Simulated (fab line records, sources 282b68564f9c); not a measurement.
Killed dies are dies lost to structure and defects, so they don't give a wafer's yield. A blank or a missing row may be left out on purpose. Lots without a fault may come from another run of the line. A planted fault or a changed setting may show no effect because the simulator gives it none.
fab line records | flow rit_cmos
record lots=5 wafers=15 last_day=7
route steps=202 shown PRETRO@64 GATE@75
lots that met no fault: from a run of the same line without faults
start_h: hours from the record's first day to the start of the lot's first wafer shown | wait_h: hours since the lot's step before | " the same as in the row above | L1.1+2: a row that stands for several wafers | - no value, or no start given | * or withheld: withheld | < > ~ a bound
route shown NAME@n: a module of which the file shows steps, and the number in the route of the first | usual: mean/standard deviation of fault-free wafers | same: alike in all rows | chamber/n: place in a boat | sites: the reading at each site | _std_site: their standard deviation | _edge_site: outer sites' mean less inner sites' | radius_mm: how far each site lies from the wafer's centre | mask NAME#n: copy n | behind: the tool/chamber that last shaped the wafer | hold: why the lot was held/for how many hours/how that ended | device: the transistor (n, p or np) that didn't switch | end of line: the same wafers' tests at the end of the route | a step without rows: its recipe alone | killed: dies lost to structure and defects at the first sort, not the wafer's yield | map: a wafer's dies, x killed, . not, _ none there
set.NAME: the setting as run; set.NAME@STEP: as run at that earlier step | model.NAME: the simulator's own value behind a step, which no gauge read
lots at some steps of the route; a table a step, a row a wafer
services: from which hour (start_h, from the record's first day; less than 0 if before it) a tool's chamber was out of use, for how many hours, and why
## steps
# step RIT_PRETRO_HMDS_00
# recipe prime_time_s=60 prime_temp_c=140
# columns lot.wafer tool chamber start_h wait_h
L085.1+5+6 litho_track-03 0 86.19 0.1
L087.2+3+5 litho_track-01 0 95.34 0.1
L088.2+3+6 litho_track-03 0 100.19 0.1
L090.1+2+5 litho_track-02 0 110.43 0.1
L094.1+2+5 litho_track-03 0 131.72 0.1
# step RIT_PRETRO_COAT_01
# recipe resist=NOVOLAK spin_rpm=2000 resist_thk_nm=1300
# columns lot.wafer tool chamber start_h wait_h
L085.1+5+6 litho_track-03 0 86.34 0.1
L087.2+3+5 litho_track-01 0 95.49 0.1
L088.2+3+6 litho_track-03 0 100.34 0.1
L090.1+2+5 litho_track-02 0 110.58 0.1
L094.1+2+5 litho_track-03 0 131.87 0.1
# step RIT_PRETRO_SOFTBAKE_02
# recipe resist=NOVOLAK temp_c=90 time_s=60
# usual heater_power_total_W=34.57/0.055
# columns lot.wafer tool chamber start_h wait_h heater_power_total_W
L085.1 litho_track-03 0 86.49 0.1 34.61
L085.5 " 0 " " 34.51
L085.6 " 0 " " 34.59
L087.2 litho_track-01 0 95.64 0.1 34.47
L087.3 " 0 " " 34.55
L087.5 " 0 " " 34.54
L088.2 litho_track-03 0 100.49 0.1 34.52
L088.3 " 0 " " 34.60
L088.6 " 0 " " 34.60
L090.1 litho_track-02 0 110.73 0.1 34.67
L090.2 " 0 " " 34.54
L090.5 " 0 " " 34.63
L094.1 litho_track-03 0 132.02 0.1 34.62
L094.2 " 0 " " 34.63
L094.5 " 0 " " 34.58
# step RIT_PRETRO_EXPOSE_03
# recipe mask_id=M5 na=0.57 target_cd_nm=43700 dose_mj=250
# usual exposure_dose_mJ_cm2=250.04/0.26
# columns lot.wafer tool chamber start_h wait_h mask exposure_dose_mJ_cm2
L085.1 iline_stepper-01 0 86.64 0.1 M5#0 250.15
L085.5 " 0 " " M5#0 250.30
L085.6 " 0 " " M5#0 250.64
L087.2 iline_stepper-02 0 95.78 0.1 M5#0 250.30
L087.3 " 0 " " M5#0 250.67
L087.5 " 0 " " M5#0 250.55
L088.2 iline_stepper-01 0 100.76 0.2 M5#0 250.03
L088.3 " 0 " " M5#0 250.23
L088.6 " 0 " " M5#0 249.98
L090.1 iline_stepper-02 0 111.01 0.2 M5#0 250.26
L090.2 " 0 " " M5#0 250.36
L090.5 " 0 " " M5#0 250.12
L094.1 iline_stepper-01 0 132.30 0.2 M5#0 249.75
L094.2 " 0 " " M5#0 250.34
L094.5 " 0 " " M5#0 249.89
# step RIT_PRETRO_PEB_04
# recipe resist=NOVOLAK temp_c=withheld time_s=withheld
# columns lot.wafer tool chamber start_h wait_h
L085.1+5+6 litho_track-03 0 86.75 0.1
L087.2+3+5 litho_track-01 0 95.90 0.1
L088.2+3+6 litho_track-01 0 100.88 0.1
L090.1+2+5 litho_track-02 0 111.12 0.1
L094.1+2+5 litho_track-03 0 132.41 0.1
# step RIT_PRETRO_DEVELOP_05
# recipe resist=NOVOLAK develop_time_s=65.46 dev_temp_c=23
# columns lot.wafer tool chamber start_h wait_h
L085.1+5+6 litho_track-03 0 - -
L087.2+3+5 litho_track-01 0 - -
L088.2+3+6 litho_track-01 0 - -
L090.1+2+5 litho_track-02 0 - -
L094.1+2+5 litho_track-03 0 - -
# step RIT_PRETRO_OVL_MEAS_06
# usual PRETRO_OVL=-1.8/1.4
# columns lot.wafer tool chamber start_h wait_h PRETRO_OVL[nm]
L085.1 overlay-01 - 87.07 - -2.1
L085.5 " - " " -0.1
L085.6 " - " " -2.2
L087.2 overlay-02 - 96.20 - -3.4
L087.3 " - " " -1.2
L087.5 " - " " -3.1
L088.2 overlay-02 - 101.17 - -1.2
L088.3 " - " " -4.1
L088.6 " - " " -1.0
L090.1 overlay-01 - 111.44 - -1.9
L090.2 " - " " -2.5
L090.5 " - " " -1.6
L094.1 overlay-01 - 132.73 - -1.9
L094.2 " - " " -1.1
L094.5 " - " " -2.6
# step RIT_PRETRO_HARDBAKE_07
# recipe resist=NOVOLAK temp_c=140 time_s=120
# usual heater_power_total_W=52.03/0.06
# columns lot.wafer tool chamber start_h wait_h heater_power_total_W
L085.1 litho_track-01 0 87.10 0.0 52.08
L085.5 " 0 " " 52.03
L085.6 " 0 " " 52.05
L087.2 litho_track-01 0 96.27 0.1 52.06
L087.3 " 0 " " 52.00
L087.5 " 0 " " 51.97
L088.2 litho_track-03 0 101.24 0.1 52.11
L088.3 " 0 " " 51.98
L088.6 " 0 " " 52.00
L090.1 litho_track-03 0 111.47 0.0 51.99
L090.2 " 0 " " 52.18
L090.5 " 0 " " 52.10
L094.1 litho_track-01 0 132.76 0.0 52.10
L094.2 " 0 " " 52.03
L094.5 " 0 " " 52.06
# step RIT_PRETRO_IMPLANT_08
# recipe species=B energy_kev=45 dose_cm2=1.2e+13 tilt_deg=7
# columns lot.wafer tool chamber start_h wait_h
L085.1+5+6 implanter-03 0 87.35 0.2
L087.2+3+5 implanter-03 0 96.50 0.2
L088.2+3+6 implanter-01 0 101.48 0.2
L090.1+2+5 implanter-01 0 111.72 0.2
L094.1+2+5 implanter-01 0 133.01 0.2
# step RIT_PRETRO_STRIP_09
# recipe chemistry=O2 time_s=180 resist=NOVOLAK platen_temp_c=withheld power_w=500 pressure_mtorr=4000 o2_flow_sccm=4000
# usual drypump_motor_current_A=5.88/0.21 rf_refl_power_W=7.8/1.6
# columns lot.wafer tool chamber start_h wait_h drypump_motor_current_A rf_hours_counter_h rf_refl_power_W
L085.1 plasma_asher-02 0 87.50 0.1 5.81 44 7.9
L085.5 " 0 " " 5.87 - 8.3
L085.6 " 1 " " 5.82 - 10.2
L087.2 plasma_asher-02 1 96.63 0.1 5.83 45 10.1
L087.3 " 0 " " 5.90 - 7.9
L087.5 " 1 " " 5.83 - 9.9
L088.2 plasma_asher-03 1 101.60 0.1 6.03 44 9.0
L088.3 " 0 " " 5.60 - 5.6
L088.6 " 1 " " 6.02 - 8.9
L090.1 plasma_asher-02 1 111.87 0.1 5.83 47 10.5
L090.2 " 0 " " 5.84 47 7.9
L090.5 " 0 " " 5.85 - 7.8
L094.1 plasma_asher-02 0 133.16 0.1 5.88 50 7.6
L094.2 " 1 " " 5.82 50 10.0
L094.5 " 0 " " 5.83 - 7.4
# step RIT_PRETRO_TW_MEAS_10
# usual PRETRO_TW=473.6/2.9
# columns lot.wafer tool chamber start_h wait_h PRETRO_TW
L085.1 film_metro-04 - 87.68 0.1 476.1
L085.5 " - " " 478.7
L085.6 " - " " 477.2
L087.2 film_metro-02 - 96.81 0.1 474.0
L087.3 " - " " 472.1
L087.5 " - " " 476.8
L088.2 film_metro-03 - 101.79 0.1 469.5
L088.3 " - " " 469.3
L088.6 " - " " 467.9
L090.1 film_metro-04 - 112.05 0.1 473.7
L090.2 " - " " 475.7
L090.5 " - " " 472.2
L094.1 film_metro-02 - 133.34 0.1 472.2
L094.2 " - " " 472.2
L094.5 " - " " 472.3
# step RIT_GATE_WET_ETCH_00
# recipe chemistry=BOE target=SiO2 target_depth_nm=56 time_s=60 dry=n2_spin dilution=10:1 temp_c=21.5
# columns lot.wafer tool chamber start_h wait_h
L085.1+5+6 wet_bench-01 1 87.74 0.1
L087.2+3+5 wet_bench-04 1 96.86 0.0
L088.2+3+6 wet_bench-03 3 101.84 0.0
L090.1+2+5 wet_bench-01 1 112.11 0.1
L094.1+2+5 wet_bench-03 1 133.40 0.1
## services
# columns tool chamber start_h hours kind
iline_stepper-01 0 90.43 - calibration
## key
fault none
